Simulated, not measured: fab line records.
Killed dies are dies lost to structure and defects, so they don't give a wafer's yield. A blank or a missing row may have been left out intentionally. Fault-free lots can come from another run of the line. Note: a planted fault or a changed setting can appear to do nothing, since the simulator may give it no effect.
Split-lot trial	flow berkeley-cmos170	5 lots, 23 wafers read, on a route of 331 steps

THE SPLIT
At UCB170_PLDD_PEB_04, the setting peb-temp-c was moved away from the recipe's 130 C on 7 of the 23 wafers read, by -2.1% to +2.2%. All remaining wafers had this setting at the recipe value.

FROM THE SPLIT ON TO THE READING: in between, the file shows 1 step
- UCB170_PLDD_DEVELOP_05: develop time 45 s

THE READING
At UCB170_PLDD_CD_MEAS_06: cd-nm in nanometres, against a target cd of 1200 nm. Fault-free wafers of this fab line usually give 1200.5 nm, standard deviation 1.5 nm.

wafer	tool, chamber at the split	peb-temp-c as run, C	against the recipe	cd-nm, nm	against lot-mates on the recipe
L074.1	litho-track-03, 0	132.9	+2.2%	1218.1	+16.6
L074.2	litho-track-03, 0	130	recipe	1202.3	-
L074.3	litho-track-03, 0	132.9	+2.2%	1217.7	+16.2
L074.5	litho-track-03, 0	130	recipe	1200.6	-
L074.6	litho-track-03, 0	130	recipe	1201.6	-
L076.4	litho-track-02, 0	130	recipe	1201.0	-
L076.5	litho-track-02, 0	130	recipe	1201.2	-
L076.6	litho-track-02, 0	130	recipe	1200.7	-
L077.1	litho-track-04, 0	132.8	+2.2%	1217.9	+15.7
L077.2	litho-track-04, 0	132.8	+2.2%	1218.9	+16.7
L077.3	litho-track-04, 0	132.8	+2.2%	1217.4	+15.2
L077.4	litho-track-04, 0	130	recipe	1201.6	-
L077.6	litho-track-04, 0	130	recipe	1202.9	-
L078.1	litho-track-04, 0	130	recipe	1198.0	-
L078.2	litho-track-04, 0	130	recipe	1199.5	-
L078.3	litho-track-04, 0	130	recipe	1199.3	-
L078.4	litho-track-04, 0	130	recipe	1198.7	-
L078.6	litho-track-04, 0	130	recipe	1199.2	-
L082.1	litho-track-03, 0	127.3	-2.1%	1180.5	-20.2
L082.2	litho-track-03, 0	130	recipe	1201.9	-
L082.3	litho-track-03, 0	130	recipe	1200.4	-
L082.4	litho-track-03, 0	130	recipe	1199.7	-
L082.6	litho-track-03, 0	127.3	-2.1%	1179.9	-20.8

FIT RESULTS
A straight line over all 23 wafers: cd-nm changes by +8.57 nm for each +1% of peb-temp-c; r = +0.99; the points scatter about the line by 1.5 nm.
The same after taking each lot's own level away (the mean of its wafers on the recipe; 23 wafers): +8.16 nm for each +1%; r = +0.99; scatter 1.3 nm.
On that fit, the largest move of peb-temp-c shifts the reading by 18 nm.
The lots' own levels span 1198.94 to 1202.25 nm, that is 2.2 times the standard deviation above.
The two slopes are in agreement: the lot-to-lot level therefore moves the slope only a little.
Check: with one of the wafers moved furthest among these (+2.2%) left out of the fit, the line predicts +17.7 nm for it against its lot-mates. Against them it came out at +16.6 nm.

OTHER SPLITS ON THESE WAFERS
Before the reading, these wafers also passed through other splits. Each is held against what the fit with the lots' levels taken away leaves over:
other split on the same wafers	wafers away from the commonest value	r with cd-nm (lot level and that fit taken away)
UCB170_NWELL_OXIDATION_01 temp-c	10	+0.13
UCB170_NWELL_IMPLANT_14 energy-kev	9	-0.23

FILE'S OWN FIT
cd-nm changes by +8.12 nm for each +1% of peb-temp-c, r = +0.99.
